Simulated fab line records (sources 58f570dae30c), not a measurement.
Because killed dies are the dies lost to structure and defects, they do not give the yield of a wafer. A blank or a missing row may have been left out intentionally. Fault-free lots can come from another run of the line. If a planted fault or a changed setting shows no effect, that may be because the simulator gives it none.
Which of the tools did it? | flow berkeley-cmos170 | Sampling: 16 lots, 48 wafers, 4 of 331 route steps

== WHAT EACH GAUGE READ, for each wafer ==
UCB170_ACTIVE_THK_MEAS_06. Usual: for ACTIVE_NITRIDE_THK the level is 221.5 nm and the standard deviation is 1.5.
lot  | measured    | on            | ACTIVE_NITRIDE_THK (nm) | flag
L395 | day 4 02:37 | film-metro-03 | 220.3 219.9 221.3       |
L396 | day 4 07:30 | film-metro-03 | 220.6 220.8 221.6       |
L398 | day 4 19:32 | film-metro-01 | 222.5 222.9 222.4       |
L399 | day 5 03:49 | film-metro-04 | 221.6 222.7 221.5       |
L401 | day 5 09:43 | film-metro-04 | 224.0 223.4 223.6       |
L403 | day 5 23:12 | film-metro-03 | 218.4 220.1 218.2       |
L404 | day 6 11:13 | film-metro-04 | 220.8 220.2 219.9       |
L405 | day 6 11:13 | film-metro-01 | 220.2 220.9 223.5       |
L407 | day 6 21:53 | film-metro-03 | 169.3 169.5 169.3       | OFF
L408 | day 6 21:53 | film-metro-01 | 170.1 170.2 169.3       | OFF
L409 | day 7 05:20 | film-metro-01 | 169.1 169.0 169.3       | OFF
L410 | day 7 05:24 | film-metro-01 | 169.2 169.3 167.2       | OFF
L414 | day 8 06:01 | film-metro-03 | 219.1 219.7 220.0       |
L415 | day 8 06:01 | film-metro-01 | 225.7 225.1 223.2       |
L416 | day 8 12:58 | film-metro-03 | 220.9 222.8 220.2       |
L417 | day 8 19:28 | film-metro-01 | 220.0 220.8 221.1       |

UCB170_NVT_OVL_MEAS_06. Usual: for NVT_OVL the level is -9 nm and the standard deviation is 5.2.
lot  | measured     | on         | NVT_OVL (nm) | flag
L395 | day 5 10:30  | overlay-02 | -9 -3 -6     |
L396 | day 5 10:38  | overlay-01 | -12 -6 -9    |
L398 | day 6 00:39  | overlay-01 | -5 -9 -14    |
L399 | day 6 11:18  | overlay-01 | -8 -16 -11   |
L401 | day 6 17:08  | overlay-01 | -17 -17 -13  |
L403 | day 7 08:28  | overlay-02 | -13 -15 -10  |
L404 | day 7 17:38  | overlay-01 | -8 -9 -13    |
L405 | day 7 17:45  | overlay-01 | -10 -6 -3    |
L407 | day 8 05:23  | overlay-01 | -8 -22 -5    |
L408 | day 8 05:14  | overlay-02 | -1 -12 -6    |
L409 | day 8 13:14  | overlay-01 | -11 -14 -9   |
L410 | day 8 12:58  | overlay-02 | -11 -9 -6    |
L414 | day 9 19:14  | overlay-01 | -6 -6 -7     |
L415 | day 9 19:07  | overlay-02 | -13 -13 -10  |
L416 | day 9 23:49  | overlay-02 | 0 4 3        |
L417 | day 10 07:20 | overlay-02 | -9 -8 -8     |

== TOOL THAT RAN EACH LOT (tool first, then ch and the chambers of the sampled wafers, then the start) ==
lot  | UCB170_ACTIVE_CVD_05       | UCB170_ACTIVE_ETCH_15
L395 | lpcvd-02 ch 1, day 4 00:42 | rie-diel-03 ch 0,2,3, day 4 03:52
L396 | lpcvd-02 ch 0, day 4 05:34 | rie-diel-03 ch 0,2,3, day 4 08:38
L398 | lpcvd-02 ch 1, day 4 17:37 | rie-diel-01 ch 0,3, day 4 20:43
L399 | lpcvd-02 ch 0, day 5 01:53 | rie-diel-01 ch 0,1,3, day 5 05:14
L401 | lpcvd-01 ch 1, day 5 07:49 | rie-diel-01 ch 0,1,3, day 5 10:56
L403 | lpcvd-01 ch 1, day 5 21:16 | rie-diel-01 ch 0,1,3, day 6 00:15
L404 | lpcvd-02 ch 1, day 6 09:17 | rie-diel-01 ch 2,3, day 6 13:44
L405 | lpcvd-02 ch 0, day 6 09:17 | rie-diel-03 ch 0,2,3, day 6 13:38
L407 | lpcvd-02 ch 0, day 6 19:57 | rie-diel-01 ch 0,1,2, day 6 22:58
L408 | lpcvd-02 ch 0, day 6 19:57 | rie-diel-01 ch 0,1, day 6 23:12
L409 | lpcvd-02 ch 0, day 7 03:19 | rie-diel-03 ch 1,3, day 7 07:23
L410 | lpcvd-02 ch 1, day 7 03:19 | rie-diel-02 ch 1,2,3, day 7 07:44
L414 | lpcvd-01 ch 0, day 8 03:08 | rie-diel-02 ch 0,2,3, day 8 07:05
L415 | lpcvd-01 ch 0, day 8 03:08 | rie-diel-03 ch 0,1,2, day 8 07:19
L416 | lpcvd-01 ch 0, day 8 11:03 | rie-diel-02 ch 1,2,3, day 8 14:51
L417 | lpcvd-01 ch 1, day 8 17:32 | rie-diel-02 ch 1,2, day 8 20:31
- UCB170_ACTIVE_CVD_05: deposits Si3N4 from SiH2Cl2/NH3, target thk 220 nm, time 3300 s.
- UCB170_ACTIVE_ETCH_15: etches Si3N4 in CH3F/Ar/O2, stops on SiO2, target depth 242 nm, time 151 s.

== WHAT THE TOOLS THEMSELVES READ (means of the sampled wafers that have a number; where no wafer has one, the mark that the record gives instead) ==
UCB170_ACTIVE_CVD_05. Usual: nh3-flow-sccm 75.02 sccm, standard deviation 0.21; zone-power-centre-pct 33.5 %, standard deviation 1.7.
lot  | tool     | nh3-flow-sccm (sccm) | zone-power-centre-pct (%) | flag
L395 | lpcvd-02 | 75.23                | 34.5                      |
L396 | lpcvd-02 | 75.25                | 31.3                      |
L398 | lpcvd-02 | 74.78                | 34.6                      |
L399 | lpcvd-02 | 75.12                | 31.5                      |
L401 | lpcvd-01 | 75.03                | 36.0                      |
L403 | lpcvd-01 | 74.81                | 36.1                      |
L404 | lpcvd-02 | 75.13                | 34.6                      |
L405 | lpcvd-02 | 74.97                | 31.4                      |
L407 | lpcvd-02 | 75.05                | 31.5                      |
L408 | lpcvd-02 | 75.12                | 31.2                      |
L409 | lpcvd-02 | 75.22                | 31.7                      |
L410 | lpcvd-02 | 74.94                | 34.7                      |
L414 | lpcvd-01 | 74.93                | 34.4                      |
L415 | lpcvd-01 | 74.90                | 34.2                      |
L416 | lpcvd-01 | 74.96                | 34.5                      |
L417 | lpcvd-01 | 74.98                | 36.0                      |

UCB170_ACTIVE_ETCH_15. Usual: drypump-motor-current-A 5.4 A, standard deviation 0.48; oes-product-au 0.938 a.u., standard deviation 0.015; throttle-valve-pct 8.06 %, standard deviation 0.13.
lot  | tool        | drypump-motor-current-A (A) | oes-product-au (a.u.) | throttle-valve-pct (%) | flag
L395 | rie-diel-03 | 5.2                         | 0.930                 | 8.14                   |
L396 | rie-diel-03 | 5.2                         | 0.936                 | 8.13                   |
L398 | rie-diel-01 | 5.2                         | 0.930                 | 8.07                   |
L399 | rie-diel-01 | 5.6                         | 0.945                 | 8.04                   |
L401 | rie-diel-01 | 5.7                         | 0.946                 | 8.04                   |
L403 | rie-diel-01 | 5.6                         | 0.935                 | 8.03                   |
L404 | rie-diel-01 | 5.4                         | 0.941                 | 8.13                   |
L405 | rie-diel-03 | 5.3                         | 0.930                 | 8.12                   |
L407 | rie-diel-01 | 5.5                         | 0.797                 | 7.97                   | OFF
L408 | rie-diel-01 | 5.4                         | 0.795                 | 7.97                   | OFF
L409 | rie-diel-03 | 5.0                         | 0.802                 | 8.22                   | OFF
L410 | rie-diel-02 | 5.2                         | 0.810                 | 8.00                   | OFF
L414 | rie-diel-02 | 5.4                         | 0.934                 | 7.97                   |
L415 | rie-diel-03 | 5.6                         | 0.954                 | 8.03                   |
L416 | rie-diel-02 | 5.2                         | 0.947                 | 8.01                   |
L417 | rie-diel-02 | 5.3                         | 0.957                 | 8.05                   |

== THE ANSWER, worked out from the rows above alone ==
Rule: a lot counts as off when the mean over its wafers that have a number is more than 3 standard deviations away from the usual mean. A lot without any number at a reading at which 4 lots or more have one is off too. The other lots that the step has rows for count as sound. The gauges are gone through in route order, then the tools' own readings, and for those a lot's mean is taken as printed above. The first step at which some lot is off is used, and at that step the reading that is off furthest; a lot without a number counts as furthest.
Off: at UCB170_ACTIVE_THK_MEAS_06 (ACTIVE_NITRIDE_THK), L407, L408, L409, L410.
If a tool, at a process step before that reading, ran all the lots that are off and no sound lot after the first of them, it fits. The gauges at UCB170_ACTIVE_THK_MEAS_06 aren't tried: what is off there is off at UCB170_ACTIVE_ETCH_15 too, on other tools, and a gauge's error can't cause that. One fits: UCB170_ACTIVE_CVD_05 on lpcvd-02. Its last sound lot is L404 (day 6 09:17), its first lot that is off L407 (day 6 19:57): a fault that began between those two fits.

== WHAT WAS PUT IN BY THE SIMULATOR ==
Site profile drift: lpcvd-02, from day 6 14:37 on, at UCB170_ACTIVE_CVD_05. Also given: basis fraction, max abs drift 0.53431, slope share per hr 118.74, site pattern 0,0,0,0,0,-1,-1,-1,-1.
Lots struck among those shown: L407, L408, L409, L410. This agrees with what the rule above found.
